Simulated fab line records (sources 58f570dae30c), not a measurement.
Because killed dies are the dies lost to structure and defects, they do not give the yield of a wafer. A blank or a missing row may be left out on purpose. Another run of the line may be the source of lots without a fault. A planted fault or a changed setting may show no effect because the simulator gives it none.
A struck lot beside a sound one    flow berkeley cmos170    15 steps out of a route of 331
Sound: the wafers L615.1, L615.2, L615.4. The struck wafers were L613.1, L613.2, L613.6. At the end, the cause is stated.
Per side, at each step with rows, come the tool, then ch with its chambers, and then its first start. Under that, the readings that differ: sound wafers    struck wafers    difference of the means    sigmas: that difference in standard deviations of wafers without a fault.
alike: same words and numbers on both sides, and readings whose means sit less than 2 such deviations apart. not compared: any withheld reading, any reading some wafer has no value for, any bound like >300 that may hide the same value, and any number with overlapping values for which the record gives no deviation.
A row with sigmas, a row that says differs or no value, or rows on one side alone: a step with any of these is where the two part. When numbers do not overlap yet have no deviation, they are printed without sigmas and do not part them. A reading missing from all wafers of one side parts the sides only when that side holds two or more wafers.

UCB170_SDANNEAL_RTA_00: time 10 s.
  sound on rtp anneal-01 ch 0, day 11 05:49; struck on rtp anneal-01 ch 0, day 10 05:02
  alike: anneal temp c max, lamp power pct, wafer_temp_C_max
UCB170_SDANNEAL_RTA_01: time 5 s.
  sound on rtp anneal-01 ch 0, day 11 05:53; struck on rtp anneal-01 ch 0, day 10 05:07
  alike: anneal temp c max, lamp power pct, wafer_temp_C_max
UCB170_SDANNEAL_RS_MEAS_02: measurement is done with a four-point probe.
  struck on film metro-04, day 10 05:13; sound on film metro-03, day 11 05:56
reading          sound              struck             difference  sigmas
PSD_RS (ohm/sq)  75.12 75.10 74.95  75.85 75.71 76.17  +0.85       +3
UCB170_SDANNEAL_RS_MEAS_03: measurement is done with a four-point probe.
  struck on film metro-04, day 10 05:20; sound on film metro-03, day 11 06:04
  alike: NSD_RS
UCB170_SDANNEAL_RS_MEAS_04: measurement is done with a four-point probe.
  struck on film metro-04, day 10 05:27; sound on film metro-03, day 11 06:11
reading           sound                 struck                difference  sigmas
PLDD_RS (ohm/sq)  1027.0 1027.1 1027.5  1036.1 1036.6 1036.6  +9.2        +3
UCB170_SDANNEAL_RS_MEAS_05: measurement is done with a four-point probe.
  struck on film metro-04, day 10 05:34; sound on film metro-03, day 11 06:18
  alike: NLDD_RS
then, 1 step without rows for these wafers: UCB170_SILICIDE_PRE_CLEAN_00 (preclean etch time 60 s).
UCB170_SILICIDE_SPUTTER_01: material Ti, target thk 30 nm, time 25 s.
  struck on pvd sputter-01, day 10 05:45; sound on pvd sputter-03, day 11 06:29
  alike: throttle valve pct
UCB170_SILICIDE_RS_MEAS_02: measurement is done with a four-point probe.
  struck on film metro-02, day 10 05:47; sound on film metro-02, day 11 06:31
  alike: SILICIDE_TI_RS
UCB170_SILICIDE_THK_MEAS_03: measures by xrf.
  struck on film metro-02, day 10 05:55; sound on film metro-02, day 11 06:38
  alike: SILICIDE_TI_THK
UCB170_SILICIDE_RTA_04: time 15 s.
  sound on rtp anneal-01 ch 0, day 11 06:41; struck on rtp anneal-01 ch 0, day 10 05:58
  alike: anneal temp c max, lamp power pct, wafer_temp_C_max
then, 1 step without rows for these wafers: UCB170_SILICIDE_WET_ETCH_05 (etches Ti in SPM, time 45 s).
UCB170_CONTACT_CLEAN_00: cleans in SPM, time 600 s.
  sound on wet bench-04 ch 2, day 11 07:29; struck on wet bench-02 ch 2, day 10 06:04
  no value came back on the struck wafers for bath guard temp C (C), bath heat duty pct (%), time s (s); on the sound wafers bath guard temp C (C) reads 120.6 120.7 120.4
then, 2 steps without rows for these wafers: UCB170_CONTACT_CVD_01 (deposits PSG from SiH4/O2/PH3, target thk 700 nm, time 2820 s); UCB170_M3_PROBE_99.

WHERE THEY PART
At UCB170_SDANNEAL_RS_MEAS_02 first; at UCB170_CONTACT_CLEAN_00 last (within this record only).

WHY: whatever the simulator had introduced
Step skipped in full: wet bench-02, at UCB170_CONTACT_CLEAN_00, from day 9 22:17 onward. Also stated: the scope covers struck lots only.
